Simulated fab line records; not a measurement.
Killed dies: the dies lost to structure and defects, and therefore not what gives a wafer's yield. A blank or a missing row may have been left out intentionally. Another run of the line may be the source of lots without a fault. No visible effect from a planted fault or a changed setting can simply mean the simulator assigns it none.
2 desks, one fault ; flow rit cmos ; what lay behind the numbers comes last; until then each desk has only its own

## AT THE TOOL OWNER'S DESK: rie metal-04
The tool's own readings at RIT_M1_METAL_ETCH_12 (etches Al in Cl2/BCl3, stops on SiO2, time 165 s, target depth 600 nm): means of the sampled wafers that have a number, for each lot that ran on this tool. A lot is out of limits, marked OUT, if its mean lies more than 4 standard deviations from the usual mean; the brackets give that distance.
Columns: A = chamber pressure mTorr at RIT_M1_METAL_ETCH_12, usual 100.00 mTorr; B = drypump motor current A at RIT_M1_METAL_ETCH_12, usual 5.6 A; C = oes product au at RIT_M1_METAL_ETCH_12, usual 0.768 a.u.; D = throttle valve pct at RIT_M1_METAL_ETCH_12, usual 8.22 %
lot;first seen here;A;B;C;D
L313;day 4 00:12;99.95;5.3;0.766;8.13
L316;day 4 12:19;100.03;5.2;0.772;8.13
L322;day 5 11:11;99.98;5.3;0.692 (-6.4) OUT;8.15
L325;day 5 23:06;99.97;5.3;0.697 (-5.9) OUT;8.15
This desk finds L322, L325 out of limits, L322 being first, at day 5 11:11 (oes product au at RIT_M1_METAL_ETCH_12). L313, L316: within limits.

## FROM THE METROLOGY DESK
Means of the sampled wafers that have a number, per lot and without regard to the tool the lot ran on: this is what the gauges read. A lot is out of limits, marked OUT, if its mean lies more than 4 standard deviations from the usual mean; the brackets give that distance.
Columns: A = cd nm at RIT_M1_CD_MEAS_90, usual 2599.6 nm
lot;first seen here;A
L313;day 4 00:42;2600.3
L314;day 4 06:43;2600.2
L316;day 4 12:50;2599.3
L317;day 4 15:25;2599.7
L318;day 4 23:20;2601.9
L321;day 5 04:43;2598.6
L322;day 5 11:42;2590.4 (-4.2) OUT
L325;day 5 23:39;2592.1
L326;day 6 01:55;2599.6
L327;day 6 07:04;2601.7
L329;day 6 17:04;2597.7
L331;day 7 02:58;2599.8
L333;day 7 14:43;2596.7
L334;day 7 21:37;2599.5
This desk finds L322 out of limits, L322 being first, at day 5 11:42 (cd nm at RIT_M1_CD_MEAS_90). L313, L314, L316, L317, L318, L321, L325, L326, L327, L329, L331, L333, L334: within limits.

## TAKEN TOGETHER
On L322, L325, at day 5 11:11, an alarm was possible from the tool owner's desk.
On L322, the metrology desk was in a position to raise an alarm at day 5 11:42.
The metrology desk holds a record of L325, inside its limits.
On rie metal-04, each named lot ran RIT_M1_METAL_ETCH_12.

## WHAT WAS PUT IN BY THE SIMULATOR
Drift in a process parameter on rie metal-04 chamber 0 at RIT_M1_METAL_ETCH_12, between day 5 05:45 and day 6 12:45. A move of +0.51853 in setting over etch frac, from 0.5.
Lots struck among those shown: L322, L325.
Fault start to first reading out of limits, in hours, per desk: tool owner, 5; metrology, 6.
